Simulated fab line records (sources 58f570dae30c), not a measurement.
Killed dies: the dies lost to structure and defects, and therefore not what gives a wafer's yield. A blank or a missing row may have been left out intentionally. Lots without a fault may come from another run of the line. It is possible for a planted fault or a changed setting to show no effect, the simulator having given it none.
Which tool is to blame? -- flow berkeley-cmos170 -- Sampling: 13 lots, 39 wafers, 5 of 331 route steps

WHAT EACH GAUGE READ, for each wafer
UCB170_ACTIVE_CD_MEAS_13: the cd target is 1200 nm. Usual: cd-nm reads 1200.2 nm (standard deviation 1.6).
lot,measured,on,cd-nm (nm),flag
L188,day 4 20:39,cd-sem-02,1202.1 1199.9 1201.0,
L189,day 5 04:45,cd-sem-02,1202.5 1201.0 1202.3,
L190,day 5 18:56,cd-sem-02,1202.8 1202.2 1202.0,
L193,day 6 03:32,cd-sem-01,1197.6 1198.0 1198.7,
L194,day 6 03:46,cd-sem-01,1200.8 1199.8 1198.0,
L196,day 6 10:48,cd-sem-01,1196.2 1197.0 1196.5,
L195,day 6 11:04,cd-sem-02,1200.6 1200.8 1200.2,
L198,day 6 22:41,cd-sem-02,1199.0 1199.4 1198.5,
L200,day 7 11:52,cd-sem-02,1201.5 1203.2 1202.7,
L202,day 8 05:34,cd-sem-02,1200.5 1200.4 1200.5,
L204,day 8 19:12,cd-sem-01,1199.8 1198.7 1199.5,
L205,day 8 19:49,cd-sem-01,1200.0 1198.5 1199.7,
L211,day 9 20:55,cd-sem-01,1202.4 1202.4 1201.3,

UCB170_PFIELD_OVL_MEAS_06. Usual: PFIELD_OVL typically reads -3 nm, with standard deviation 6.2.
lot,measured,on,PFIELD_OVL (nm),flag
L188,day 4 22:15,overlay-02,3 2 0,
L189,day 5 06:31,overlay-02,5 -10 2,
L190,day 5 20:43,overlay-01,7 3 0,
L193,day 6 06:55,overlay-02,4 -5 -2,
L194,day 6 06:43,overlay-02,-11 -6 2,
L196,day 6 12:32,overlay-02,-11 0 -6,
L195,day 6 13:05,overlay-01,-8 -5 -6,
L198,day 7 00:19,overlay-02,10 4 4,
L200,day 7 15:16,overlay-02,-18 -14 -15,
L202,day 8 09:26,overlay-01,1 -2 0,
L204,day 8 21:06,overlay-02,0 -2 -1,
L205,day 8 22:01,overlay-01,-6 -12 -7,
L211,day 9 23:23,overlay-02,-8 1 -2,

UCB170_SPACER_THK_MEAS_01. Usual: SPACER_TEOS_THK typically reads 377 nm, with standard deviation 5.8.
lot,measured,on,SPACER_TEOS_THK (nm),flag
L188,day 7 15:44,film-metro-02,384 386 383,
L189,day 7 16:46,film-metro-01,370 367 368,
L190,day 8 08:59,film-metro-01,377 370 381,
L193,day 8 22:29,film-metro-04,366 369 373,
L194,day 8 22:40,film-metro-01,384 377 386,
L196,day 9 04:08,film-metro-01,370 371 372,
L195,day 9 03:13,film-metro-01,375 386 378,
L198,day 9 12:20,film-metro-01,369 374 374,
L200,day 10 08:23,film-metro-04,367 372 378,
L202,day 11 04:01,film-metro-04,381 389 384,
L204,day 11 08:28,film-metro-04,377 380 424,
L205,day 11 09:25,film-metro-01,379 385 382,
L211,day 12 20:01,film-metro-02,369 377 379,

TOOL THAT RAN EACH LOT (tool first, then ch and the chambers of the sampled wafers, then the start)
lot,UCB170_NLDD_STRIP_10,UCB170_SPACER_CVD_00
L188,"plasma-asher-03 ch 0,1, day 7 15:20","pecvd-03 ch 0,1, day 7 15:41"
L189,"plasma-asher-01 ch 0,1, day 7 16:16","pecvd-01 ch 1,2, day 7 16:43"
L190,"plasma-asher-04 ch 0,1, day 8 06:57","pecvd-02 ch 0,1,2, day 8 08:56"
L193,"plasma-asher-04 ch 0,1, day 8 22:06","pecvd-02 ch 0,1,2, day 8 22:26"
L194,"plasma-asher-01 ch 0,1, day 8 22:14","pecvd-03 ch 0,2, day 8 22:37"
L196,"plasma-asher-04 ch 0,1, day 9 03:45","pecvd-02 ch 0,1, day 9 04:05"
L195,"plasma-asher-03 ch 0,1, day 9 02:37","pecvd-03 ch 1,2, day 9 03:10"
L198,"plasma-asher-01 ch 0, day 9 11:52","pecvd-01 ch 1,2, day 9 12:17"
L200,"plasma-asher-01 ch 0,1, day 10 07:56","pecvd-02 ch 0,1,2, day 10 08:21"
L202,"plasma-asher-04 ch 0,1, day 11 03:39","pecvd-03 ch 0,1,2, day 11 03:58"
L204,"plasma-asher-04 ch 0,1, day 11 08:04","pecvd-02 ch 0,2, day 11 08:25"
L205,"plasma-asher-03 ch 0,1, day 11 08:59","pecvd-03 ch 0,2, day 11 09:22"
L211,"plasma-asher-04 ch 0,1, day 12 19:38","pecvd-03 ch 0,1, day 12 19:58"
- UCB170_NLDD_STRIP_10: strips in O2.
- UCB170_SPACER_CVD_00: deposits SiO2 from TEOS/O2, target thk 376 nm, time 47 s.

AS READ BY THE TOOLS THEMSELVES (means over the sampled wafers that have a number; for cases with no such wafer, the mark the record gives instead)
UCB170_NLDD_STRIP_10. Usual: drypump-motor-current-A 5.5 A, standard deviation 0.51; oes-product-au 0.734 a.u., standard deviation 0.0048; strip-time-to-endpoint-s 21.65 s, standard deviation 0.057.
lot,tool,drypump-motor-current-A (A),oes-product-au (a.u.),strip-time-to-endpoint-s (s),flag
L188,plasma-asher-03,5.9,0.736,21.62,
L189,plasma-asher-01,5.1,0.733,21.60,
L190,plasma-asher-04,5.8,0.730,21.55,
L193,plasma-asher-04,5.5,0.735,21.70,
L194,plasma-asher-01,4.9,0.734,21.63,
L196,plasma-asher-04,5.5,0.733,21.68,
L195,plasma-asher-03,5.9,0.734,21.71,
L198,plasma-asher-01,5.2,0.734,21.72,
L200,plasma-asher-01,4.9,0.731,21.65,
L202,plasma-asher-04,5.5,0.731,21.67,
L204,plasma-asher-04,5.5,0.732,21.70,
L205,plasma-asher-03,6.2,0.734,21.58,
L211,plasma-asher-04,5.8,0.737,21.66,

UCB170_SPACER_CVD_00. Usual: heater-power-w 275 W, standard deviation 50; pressure-mtorr 8999 mTorr, standard deviation 19; susceptor-temp-C 390.00 C, standard deviation 0.24.
lot,tool,heater-power-w (W),pressure-mtorr (mTorr),susceptor-temp-C (C),flag
L188,pecvd-03,278,8993,390.14,
L189,pecvd-01,284,9006,389.83,
L190,pecvd-02,292,8983,389.98,
L193,pecvd-02,293,9004,389.84,
L194,pecvd-03,271,8999,390.11,
L196,pecvd-02,296,9003,389.95,
L195,pecvd-03,258,9003,389.85,
L198,pecvd-01,279,8978,390.07,
L200,pecvd-02,289,8985,390.09,
L202,pecvd-03,256,9007,389.99,
L204,pecvd-02,270,9003,390.15,
L205,pecvd-03,277,8999,390.00,
L211,pecvd-03,262,9014,389.89,

THE ANSWER, worked out from the rows above alone
Rule: lot off if the mean of its wafers having a number is beyond 3 standard deviations from the usual mean. Also off: a lot with no number at a reading for which 4 or more lots have one. Where the step has rows for the other lots, those lots are counted as sound. First the gauges in route order, then the tools' own readings, where a lot's mean is used as printed above. At the first step where some lot is off, the reading lying furthest off is the one used; lots without a number count as furthest.
No lot is off on any of the readings shown, so nothing can be concluded from this.

WHAT WAS PUT IN BY THE SIMULATOR
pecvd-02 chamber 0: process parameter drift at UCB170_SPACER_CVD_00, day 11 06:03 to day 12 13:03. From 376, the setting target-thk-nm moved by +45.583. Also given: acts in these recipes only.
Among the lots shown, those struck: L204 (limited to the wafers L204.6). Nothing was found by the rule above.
